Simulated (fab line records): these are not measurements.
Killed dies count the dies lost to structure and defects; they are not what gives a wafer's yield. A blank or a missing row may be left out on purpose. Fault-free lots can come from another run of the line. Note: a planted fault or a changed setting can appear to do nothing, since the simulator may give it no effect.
One fault through the eyes of 2 desks || flow berkeley_cmos170 || what lay behind the numbers comes last; until then each desk has only its own

## AT THE TOOL OWNER'S DESK: furnace-02
The tool's own readings at UCB170_NWELL_OXIDATION_01 (target thk 26.4 nm, ox time 1260 s): means of the sampled wafers that have a number, for each lot that ran on this tool. If a lot's mean is further than 4 standard deviations from the usual mean, the lot is out of limits and carries the mark OUT (the distance appears in the brackets).
Columns: A = ox_temp_c at UCB170_NWELL_OXIDATION_01, usual 1000.0 C; B = ox_temp_c_max at UCB170_NWELL_OXIDATION_01, usual 1005.3; C = spike_tc_centre_C at UCB170_NWELL_OXIDATION_01, usual 1002.6 C
{"lot": "L891", "first seen here": "day 4 23:34", "A": 999.7, "B": 1006.3, "C": 1003.8}
{"lot": "L892", "first seen here": "day 5 05:06", "A": 1000.2, "B": 1005.7, "C": 1003.2}
{"lot": "L893", "first seen here": "day 5 09:03", "A": 1000.4, "B": 1007.3, "C": 1003.9}
{"lot": "L895", "first seen here": "day 5 21:02", "A": 999.5, "B": 1005.8, "C": 1003.2}
{"lot": "L896", "first seen here": "day 6 02:38", "A": 1000.6, "B": 1006.6, "C": 1002.4}
This desk's finding: nothing out of limits on any of the 5 lots.

## METROLOGY DESK
What the gauges read, lot by lot, whatever tool the lot ran on: means of the sampled wafers that have a number. If a lot's mean is further than 4 standard deviations from the usual mean, the lot is out of limits and carries the mark OUT (the distance appears in the brackets).
Columns: A = PWELL_OVL at UCB170_PWELL_OVL_MEAS_13, usual -2 nm; B = PWELL_TW at UCB170_PWELL_TW_MEAS_17, usual 378
{"lot": "L877", "first seen here": "day 3 00:55", "A": -5, "B": 374}
{"lot": "L879", "first seen here": "day 3 17:38", "A": 0, "B": 377}
{"lot": "L880", "first seen here": "day 3 17:53", "A": -1, "B": 376}
{"lot": "L881", "first seen here": "day 4 00:12", "A": -8, "B": 380}
{"lot": "L891", "first seen here": "day 6 00:49", "A": 4, "B": 375}
{"lot": "L892", "first seen here": "day 6 11:28", "A": -7, "B": 376}
{"lot": "L893", "first seen here": "day 6 15:23", "A": -3, "B": 375}
{"lot": "L894", "first seen here": "day 6 20:23", "A": -6, "B": 376}
{"lot": "L895", "first seen here": "day 6 22:34", "A": 2, "B": 375}
{"lot": "L896", "first seen here": "day 7 06:20", "A": 1, "B": 374}
{"lot": "L897", "first seen here": "day 7 12:09", "A": 3, "B": 374}
{"lot": "L900", "first seen here": "day 7 23:58", "A": -6, "B": 379}
This desk's finding: nothing out of limits on any of the 12 lots.

## PUT TOGETHER
The desk of the tool owner found nothing out of limits.
Metrology desk: nothing out of limits seen.

## WHAT WAS PUT IN BY THE SIMULATOR
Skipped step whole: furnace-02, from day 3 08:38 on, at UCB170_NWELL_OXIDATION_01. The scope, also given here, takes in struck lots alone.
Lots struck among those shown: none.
